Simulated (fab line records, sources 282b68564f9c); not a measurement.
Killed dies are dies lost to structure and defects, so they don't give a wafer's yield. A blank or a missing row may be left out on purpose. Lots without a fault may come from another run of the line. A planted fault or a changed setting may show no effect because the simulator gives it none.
Which tool did it? | flow rit_cmos | 7 lots, 21 wafers sampled, at 2 steps of a route of 202

WHAT THE GAUGES READ, wafer by wafer
RIT_SDANNEAL_RS_MEAS_04: measures by four-point-probe.
lot  | measured    | on            | PSD_RS (ohm/sq)
L349 | day 3 13:44 | film_metro-02 | 114.8 114.8 114.8
L351 | day 3 22:41 | film_metro-03 | 115.3 115.2 115.2
L353 | day 4 07:13 | film_metro-03 | 115.1 115.3 115.0
L356 | day 4 23:03 | film_metro-02 | 114.6 114.5 114.8
L358 | day 5 08:34 | film_metro-02 | 115.1 115.1 115.1
L361 | day 6 02:13 | film_metro-04 | 92.8 92.9 92.8
L370 | day 7 21:14 | film_metro-04 | 114.7 114.7 114.6

WHICH TOOL RAN EACH LOT (tool, then ch and the chambers of the sampled wafers, then the start)
lot  | RIT_SDANNEAL_RTA_03
L349 | rtp_anneal-02 ch 0, day 3 13:41
L351 | rtp_anneal-02 ch 0, day 3 22:37
L353 | rtp_anneal-02 ch 0, day 4 07:10
L356 | rtp_anneal-01 ch 0, day 4 22:59
L358 | rtp_anneal-01 ch 0, day 5 08:31
L361 | rtp_anneal-02 ch 0, day 6 02:08
L370 | rtp_anneal-01 ch 0, day 7 21:09
- RIT_SDANNEAL_RTA_03: time 5 s.

THE ANSWER, worked out from the rows above alone
Rule: what is usual is taken from the lots themselves. Put in order of their means at a reading, lots are off if they are a third of the lots or fewer, leave a main group of 4 or more, and stand apart from it by a gap of 3 or more times the standard deviation of the main group's means; of several such gaps the widest counts. A main group whose means are all the same, to the digits that the tables above print for the reading, isn't used. A lot without any number at a reading at which 4 lots or more have one is off too. The other lots that the step has rows for count as sound.
Off: L361, at RIT_SDANNEAL_RS_MEAS_04 (PSD_RS). The main group: mean 114.9 ohm/sq, standard deviation 0.24.
A tool fits if, at a process step before that reading, it ran every lot that is off, and no sound lot after the first of them. The gauges at RIT_SDANNEAL_RS_MEAS_04 are tried like those tools. One fits: rtp_anneal-02 at RIT_SDANNEAL_RTA_03. Its last sound lot is L353 (day 4 07:10), its first lot that is off L361 (day 6 02:08): a fault that began between those two fits.

WHAT THE SIMULATOR HAD PUT IN
Process parameter drift: rtp_anneal-02, from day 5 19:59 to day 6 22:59, at RIT_SDANNEAL_RTA_03. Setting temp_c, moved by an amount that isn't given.
Lots struck among those shown: L361. The rule above found the same.
